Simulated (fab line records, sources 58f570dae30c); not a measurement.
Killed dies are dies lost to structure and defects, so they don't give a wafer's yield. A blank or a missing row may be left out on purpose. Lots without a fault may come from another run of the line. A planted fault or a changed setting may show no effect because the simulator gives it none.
A struck lot beside a sound one | flow berkeley_cmos170 | 14 steps out of a route of 331
Sound: wafers L755.2, L755.3, L755.4. Struck: wafers L752.1, L752.3, L752.4. The cause comes at the end.
At each step with rows: each side's tool, then ch and its chambers, then its first start. Under that, the readings that differ: sound wafers | struck wafers | difference of the means | sigmas: that difference in standard deviations of wafers without a fault.
alike: readings whose means differ by less than 2 such deviations, and words and numbers that are the same on both sides. not compared: withheld readings, readings that some wafer has no value for, bounds like >300 that may hide the same value, and numbers for which the record gives no deviation and whose values overlap.
The two part at a step that has a row with sigmas, a row that says differs or no value, or rows on one side only. Numbers that don't overlap but have no deviation are shown without sigmas and don't part them. A reading that every wafer of one side lacks parts them only if that side has two wafers or more.

first, 2 steps without rows for these wafers: UCB170_NLDD_PEB_04; UCB170_NLDD_DEVELOP_05 (develop time 45 s).
UCB170_NLDD_CD_MEAS_06: target cd 1200 nm.
  sound on cd_sem-01, day 10 18:13; struck on cd_sem-01, day 10 08:24
  alike: cd_nm
UCB170_NLDD_OVL_MEAS_07:
  sound on overlay-02, day 10 18:20; struck on overlay-01, day 10 08:31
  alike: NLDD_OVL
then, 2 steps without rows for these wafers: UCB170_NLDD_IMPLANT_08; UCB170_NLDD_IMPLANT_09.
UCB170_NLDD_STRIP_10: strips in O2.
  sound on plasma_asher-04 ch 0,1, day 10 18:40; struck on plasma_asher-04 ch 0,1, day 10 08:52
  alike: drypump_motor_current_A, oes_product_au, strip_time_to_endpoint_s
  not compared: rf_hours_counter_h
UCB170_NLDD_TW_MEAS_11:
  sound on film_metro-04, day 10 18:46; struck on film_metro-01, day 10 08:58
  alike: NLDD_TW
then, 1 step without rows for these wafers: UCB170_NLDD_CLEAN_12 (cleans in SPM, time 600 s).
UCB170_SPACER_CVD_00: deposits SiO2 from TEOS/O2, target thk 376 nm, time 47 s.
  sound on pecvd-02 ch 0,2, day 10 18:59; struck on pecvd-01 ch 0,1,2, day 10 09:11
  alike: heater_power_w
UCB170_SPACER_THK_MEAS_01:
  sound on film_metro-04, day 10 19:07; struck on film_metro-02, day 10 09:14
  alike: SPACER_TEOS_THK
then, 1 step without rows for these wafers: UCB170_SPACER_ANNEAL_02 (time 1800 s).
UCB170_SPACER_ETCHBACK_03: etches SiO2 in CHF3/CF4/Ar, stops on Si, target depth 376 nm, time 100 s.
  sound on rie_diel-03 ch 0,1,2, day 10 22:43; struck on rie_diel-03 ch 0,1,2, day 10 14:32
  no value came back on the struck wafers for any of 6 readings (CHF3_flow_sccm (sccm), cf4_flow_sccm (sccm) and others); on the sound wafers CHF3_flow_sccm (sccm) reads 50.22 49.93 50.16
  reading                                  | sound           | struck          | difference | sigmas
  model.SiO2_of_SPACER_CVD_00.thk_nm (nm)  | 0 0 0           | 372.6 367 379.6 | +373.1     |
  model.poly-Si_of_GATE_CVD_04.thk_nm (nm) | 210 210.3 210.8 | 216.8 216.1 215 | +5.6       |
UCB170_M3_PROBE_99:
  the record has rows for the struck wafers here (prober-02, day 12 02:35) and none for the sound ones

WHERE THEY PART
First at UCB170_SPACER_ETCHBACK_03; last, within this record, at UCB170_M3_PROBE_99.

WHY: what the simulator had put in
Skipped step whole: rie_diel-03, from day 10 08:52 on, at UCB170_SPACER_ETCHBACK_03. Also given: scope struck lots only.
